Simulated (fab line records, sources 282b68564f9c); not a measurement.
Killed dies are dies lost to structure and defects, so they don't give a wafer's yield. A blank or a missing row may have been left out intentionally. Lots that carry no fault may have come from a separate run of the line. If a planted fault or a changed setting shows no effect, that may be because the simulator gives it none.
Which tool was responsible? ; flow rit_cmos ; at 1 step of a route of 202, 14 lots with 42 wafers sampled

WHAT EACH GAUGE READ, for each wafer
The record lacks any reading of a measuring or inspecting step that a usual standard deviation could be used to judge.

WHICH TOOL RAN EACH LOT (tool, then ch and the chambers of the sampled wafers, then the start)
lot;RIT_PWELL_STRIP_09
L151;plasma_asher-03 ch 0,1, day 2 03:19
L152;plasma_asher-03 ch 0,1, day 2 08:41
L154;plasma_asher-04 ch 1, day 2 20:41
L156;plasma_asher-03 ch 0,1, day 3 04:18
L157;plasma_asher-04 ch 0,1, day 3 09:11
L160;plasma_asher-03 ch 0,1, day 4 01:11
L161;plasma_asher-03 ch 0,1, day 4 09:29
L167;plasma_asher-01 ch 0,1, day 5 12:42
L168;plasma_asher-04 ch 0,1, day 5 17:46
L169;plasma_asher-03 ch 0,1, day 5 23:07
L170;plasma_asher-04 ch 0,1, day 6 02:37
L171;plasma_asher-04 ch 0,1, day 6 07:25
L172;plasma_asher-04 ch 0,1, day 6 13:25
L173;plasma_asher-03 ch 0,1, day 6 18:43
- RIT_PWELL_STRIP_09: strips in O2, time 180 s.

WHAT THE TOOLS THEMSELVES READ (means of the sampled wafers that have a number; where no wafer has one, the mark that the record gives instead)
RIT_PWELL_STRIP_09. Usual: chamber_pressure_mTorr 4000 mTorr, standard deviation 3.5; drypump_motor_current_A 5.4 A, standard deviation 0.5; o2_flow_sccm 4003 sccm, standard deviation 12.
lot;tool;chamber_pressure_mTorr (mTorr);drypump_motor_current_A (A);o2_flow_sccm (sccm);flag
L151;plasma_asher-03;4000;5.2;4000;
L152;plasma_asher-03;4002;5.4;4010;
L154;plasma_asher-04;4000;5.0;4009;
L156;plasma_asher-03;4000;5.4;4007;
L157;plasma_asher-04;3996;5.8;4007;
L160;plasma_asher-03;-;-;-;OFF
L161;plasma_asher-03;-;-;-;OFF
L167;plasma_asher-01;4003;5.1;4001;
L168;plasma_asher-04;4001;5.4;3999;
L169;plasma_asher-03;3996;5.2;3999;
L170;plasma_asher-04;4002;5.4;4004;
L171;plasma_asher-04;4001;5.7;4009;
L172;plasma_asher-04;4001;5.8;3994;
L173;plasma_asher-03;3998;5.4;3990;

THE ANSWER, worked out from the rows above alone
Rule: lot off if the mean of its wafers having a number is beyond 3 standard deviations from the usual mean. A lot without any number at a reading at which 4 lots or more have one is off too. The other lots that the step has rows for count as sound. After the gauges, taken in route order, come the tools' own readings; for these a lot's mean is taken, as printed above. At the first step where some lot is off, the reading lying furthest off is the one used; lots without a number count as furthest.
Off: L160, L161, at RIT_PWELL_STRIP_09 (chamber_pressure_mTorr). Without a number there: L160, L161.
A tool fits if, at that step or a process step before it, it ran every lot that is off, and no sound lot after the first of them. None of those tried fits.

WHAT THE SIMULATOR HAD INSERTED
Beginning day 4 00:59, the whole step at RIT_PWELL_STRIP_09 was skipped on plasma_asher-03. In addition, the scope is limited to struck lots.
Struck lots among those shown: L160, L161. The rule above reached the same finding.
